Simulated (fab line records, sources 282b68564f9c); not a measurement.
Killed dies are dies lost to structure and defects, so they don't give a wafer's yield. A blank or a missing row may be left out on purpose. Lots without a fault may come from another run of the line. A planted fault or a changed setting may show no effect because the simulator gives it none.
fab line records | flow rit_cmos
record lots=15 wafers=45 last_day=7
route steps=202 shown M1@192
lots that met no fault: from a run of the same line without faults
start_h: hours from the record's first day to the start of the lot's first wafer shown | wait_h: hours since the lot's step before | " the same as in the row above | L1.1+2: a row that stands for several wafers | - no value, or no start given | * or withheld: withheld | < > ~ a bound
route shown NAME@n: a module of which the file shows steps, and the number in the route of the first | usual: mean/standard deviation of fault-free wafers | same: alike in all rows | chamber/n: place in a boat | sites: the reading at each site | _std_site: their standard deviation | _edge_site: outer sites' mean less inner sites' | radius_mm: how far each site lies from the wafer's centre | mask NAME#n: copy n | behind: the tool/chamber that last shaped the wafer | hold: why the lot was held/for how many hours/how that ended | device: the transistor (n, p or np) that didn't switch | end of line: the same wafers' tests at the end of the route | a step without rows: its recipe alone | killed: dies lost to structure and defects at the first sort, not the wafer's yield | map: a wafer's dies, x killed, . not, _ none there
set.NAME: the setting as run; set.NAME@STEP: as run at that earlier step | model.NAME: the simulator's own value behind a step, which no gauge read
steps of the route over a sample of lots; a table a step, a row a wafer
## steps
# step RIT_M1_DEVELOP_08
# recipe resist=NOVOLAK develop_time_s=68 dev_temp_c=23
# usual chill_plate_temp_C=22.98/0.1 develop_time_s=68/0
# columns lot.wafer tool chamber start_h wait_h chill_plate_temp_C develop_time_s
L507.2 litho_track-03 0 66 - 22.89 68
L507.4 " 0 " " 22.94 68
L507.5 " 0 " " 22.91 68
L509.2 litho_track-04 0 75 - 23.13 68
L509.3 " 0 " " 23.11 68
L509.6 " 0 " " 23.09 68
L510.3 litho_track-04 0 80 - 22.83 68
L510.4 " 0 " " 23.00 68
L510.5 " 0 " " 23.04 68
L513.1 litho_track-03 0 95 - 23.07 68
L513.2 " 0 " " 22.93 68
L513.4 " 0 " " 22.85 68
L514.2 litho_track-03 0 99 - 22.82 68
L514.3 " 0 " " 23.00 68
L514.5 " 0 " " 22.92 68
L517.2 litho_track-01 0 114 - 22.98 68
L517.3 " 0 " " 23.06 68
L517.6 " 0 " " 22.94 68
L519.3 litho_track-01 0 126 - 23.05 68
L519.5 " 0 " " 23.05 68
L519.6 " 0 " " 23.03 68
L520.1 litho_track-03 - 133 - - -
L520.3 " - " " - -
L520.4 " - 134 - - -
L521.4 litho_track-04 - 134 - - -
L521.5 " - " " - -
L521.6 " - " " - -
L522.1 litho_track-01 - 140 - - -
L522.3 " - " " - -
L522.4 " - " " - -
L523.2 litho_track-01 0 150 - 22.97 68
L523.4 " 0 " " 23.01 68
L523.6 " 0 " " 23.07 68
L525.2 litho_track-03 0 158 - 23.08 68
L525.4 " 0 " " 23.24 68
L525.5 " 0 " " 23.07 68
L526.1 litho_track-03 0 162 - 22.96 68
L526.4 " 0 " " 22.96 68
L526.6 " 0 " " 23.11 68
L527.1 litho_track-03 0 163 - 22.97 68
L527.2 " 0 " " 23.02 68
L527.4 " 0 " " 23.03 68
L528.4 litho_track-03 0 169 - 22.85 68
L528.5 " 0 " " 22.98 68
L528.6 " 0 " " 22.95 68
## key
first_sign step=RIT_M1_DEVELOP_08 reading=tool_record direction=missing
effect none on later readings
met_at RIT_M1_DEVELOP_08
struck_lots L520,L521,L522
later_rows_left_out L520.1,L520.3,L520.4,L521.4,L521.5,L521.6,L522.1,L522.3,L522.4
sort_left_out L520.1,L520.3,L520.4,L521.4,L521.5,L521.6,L522.1,L522.3,L522.4
onset_between 126 133
fault kind=skipped_step_whole tool=litho_track-01,litho_track-03,litho_track-04 chamber=- onset_h=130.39 steps=RIT_M1_DEVELOP_08 scope=struck_lots_only
# sort_left_out: the simulated sort isn't trusted on such a fault, so these wafers' sort isn't shown, and their yield isn't known
# later_rows_left_out: the simulator's readings of these wafers behind a module that went badly wrong aren't trusted and aren't shown, but for the sort
